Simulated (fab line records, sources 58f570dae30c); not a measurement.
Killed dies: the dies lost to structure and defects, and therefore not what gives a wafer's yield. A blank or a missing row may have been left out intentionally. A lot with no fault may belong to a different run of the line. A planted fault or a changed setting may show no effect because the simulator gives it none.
A single fault, viewed from 2 desks + flow berkeley_cmos170 + every desk sees just its own numbers, and what lay behind them comes last

AT THE METROLOGY DESK
What the gauges read for every lot (on any tool): the sampled wafers with a number, averaged. A lot is out of limits, marked OUT, if its mean lies more than 4 standard deviations from the usual mean; the brackets give that distance.
Columns: A = PSD_RS at UCB170_SDANNEAL_RS_MEAS_02, usual 75.56 ohm/sq; B = NSD_RS at UCB170_SDANNEAL_RS_MEAS_03, usual 37.29 ohm/sq; C = PLDD_RS at UCB170_SDANNEAL_RS_MEAS_04, usual 1031.9 ohm/sq; D = NLDD_RS at UCB170_SDANNEAL_RS_MEAS_05, usual 616.3 ohm/sq; E = SILICIDE_TI_RS at UCB170_SILICIDE_RS_MEAS_02, usual 26.2 ohm/sq; F = SILICIDE_TI_THK at UCB170_SILICIDE_THK_MEAS_03, usual 29.6 nm
| lot  | first seen here | A     | B     | C      | D     | E    | F    |
|------|-----------------|-------|-------|--------|-------|------|------|
| L951 | day 8 06:08     | 75.78 | 37.38 | 1032.6 | 616.7 | 26.7 | 29.0 |
| L957 | day 9 20:27     | 75.70 | 37.39 | 1033.2 | 614.2 | 26.5 | 29.5 |
| L967 | day 11 02:54    | 75.69 | 37.30 | 1033.8 | 618.2 | 27.0 | 28.8 |
| L965 | day 11 03:25    | 75.83 | 37.22 | 1028.6 | 617.5 | 26.3 | 29.5 |
| L966 | day 11 03:28    | 74.94 | 37.32 | 1028.3 | 616.5 | 26.3 | 29.5 |
| L968 | day 11 09:35    | 75.84 | 37.28 | 1033.4 | 614.8 | 25.9 | 30.0 |
| L973 | day 12 16:34    | 75.42 | 37.25 | 1034.3 | 616.7 | 26.1 | 29.6 |
Result from this desk: across the 7 lots, nothing is out of limits.

DESK OF THE TOOL OWNER: rtp_anneal-01
Per lot that ran on this tool, the mean of the sampled wafers carrying a number, from the tool's own readings at UCB170_SILICIDE_RTA_04 (time 15 s). A lot is out of limits, marked OUT, if its mean lies more than 4 standard deviations from the usual mean; the brackets give that distance.
Columns: A = chamber_o2_ppm at UCB170_SILICIDE_RTA_04, usual 2.002; B = lamp_power_pct at UCB170_SILICIDE_RTA_04, usual 9.45 %; C = wafer_temp_C_max at UCB170_SILICIDE_RTA_04, usual 653.0
| lot  | first seen here | A                        | B    | C     |
|------|-----------------|--------------------------|------|-------|
| L951 | day 8 06:53     | 1.995                    | 9.33 | 653.3 |
| L967 | day 11 03:40    | 62.028 (+99 or more) OUT | 9.33 | 653.5 |
| L965 | day 11 04:10    | 61.989 (+99 or more) OUT | 9.32 | 653.1 |
| L968 | day 11 10:20    | 61.971 (+99 or more) OUT | 9.32 | 653.7 |
Finding of this desk: L965, L967, L968 out of limits; the first was L967 at day 11 03:40, on chamber_o2_ppm at UCB170_SILICIDE_RTA_04. L951: within limits.

TAKEN TOGETHER
The tool owner's desk had the chance to raise an alarm at day 11 03:40 on L965, L967, L968.
At the metrology desk, nothing out of limits was observed.
The metrology desk has L965, L967, L968 on record, within its limits.
Every lot named ran UCB170_SILICIDE_RTA_04 on rtp_anneal-01.

WHAT THE SIMULATOR PUT IN
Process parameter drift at UCB170_SILICIDE_RTA_04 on rtp_anneal-01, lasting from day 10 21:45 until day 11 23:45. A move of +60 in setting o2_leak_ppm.
Lots struck among those shown: L965, L967, L968.
Time in hours from fault onset to the first out-of-limits reading at each desk: the tool owner's desk, 6.
